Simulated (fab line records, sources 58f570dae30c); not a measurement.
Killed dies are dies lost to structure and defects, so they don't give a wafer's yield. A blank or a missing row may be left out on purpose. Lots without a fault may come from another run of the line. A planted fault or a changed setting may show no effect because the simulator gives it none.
Problem report in the 8D (eight disciplines) form, filled by code | flow berkeley_cmos170 | the parts of the form that need people (team, actions taken, sign-off) are left out

1. THE PROBLEM
cd_nm at UCB170_PLDD_CD_MEAS_06 reads a mean of 1165.7 nm on 6 wafers of 2 lots; wafers without a fault read 1199.3 nm with a standard deviation of 1.3. That is -26 standard deviations from the usual mean.
The step: target cd 1200 nm.
First seen on wafer L248.4, day 12 05:43, on cd_sem-01. The record holds 42 wafers of 14 lots with a number at this step. Rule for "out", or "out of limits": more than 4 standard deviations from the usual mean. The other wafers with a number count as sound.

2. WHAT IT IS AND WHAT IT IS NOT
question                    | is                     | is not
which readings at this step | cd_nm                  | -
which lots                  | L247, L248             | L226, L227, L229, L230, L231, L234, L235, L236, L238, L239, L241, L246
which wafers of those lots  | all that have a number | -
read on which gauges        | cd_sem-01              | cd_sem-02
when                        | from day 12 05:43      | up to then (36 sound wafers)

3. SUSPECTS, AND WHAT RULES EACH OUT
Counting: a tool at a process step up to the reading stays a suspect if it ran every lot that is out and no sound lot after the first of them.
- the gauge at UCB170_PLDD_CD_MEAS_06: ruled out. All the wafers that are out were read on cd_sem-01, but those of them that UCB170_PLDD_PEB_04 has rows for are out there too, on other tools.
- litho_track-01 at UCB170_PLDD_PEB_04: kept. It ran every lot that is out, first L248 (day 12 05:27), and no sound lot after that; its last sound lot up to then is L238 (day 10 04:41). Its own readings are out on those wafers: heater_power_total_W.
Left after counting: litho_track-01 at UCB170_PLDD_PEB_04.

4. THE CAUSE (what the simulator had put in)
Process parameter drift: litho_track-01, from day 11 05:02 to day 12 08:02, at UCB170_PLDD_PEB_04. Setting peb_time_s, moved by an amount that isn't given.
Counting left only this tool.

5. THE CHAIN OF EFFECTS, in route order
Each row: a reading whose mean over the struck wafers that have a number lies more than 3 standard deviations from the usual. Only readings for which the record gives a usual standard deviation are gone through. hours: the time from each lot's start at the first step in this table that gives one to its start at this step, as a median over the lots. sigmas: the change in usual standard deviations.
hours | step                   | reading              | usual     | on struck wafers | change | sigmas
0     | UCB170_PLDD_PEB_04     | heater_power_total_W | 56.80 W   | 65.18            | +8.38  | +99 or more
0     | UCB170_PLDD_CD_MEAS_06 | cd_nm                | 1199.3 nm | 1165.7           | -33.6  | -26
The process steps in it:
- UCB170_PLDD_PEB_04
Later measuring or inspecting steps at which every struck wafer that the step has a row for has a number for every such reading, and none has moved that far: UCB170_PLDD_OVL_MEAS_07, UCB170_PSD_OVL_MEAS_07.

6. WHAT WOULD HAVE CAUGHT IT SOONER
In this record the first reading out of limits at a measuring or inspecting step was taken at day 12 05:43, 25 hours after the fault began at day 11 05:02.
The tool's own readings at UCB170_PLDD_PEB_04 were out on every struck wafer that the step has a row for (heater_power_total_W): an alarm limit on them would have fired on the first of those.
All the lots that are out (2) had begun UCB170_PLDD_PEB_04 on litho_track-01 by day 12 05:43. A hold on the tool at that time would have spared none of them.
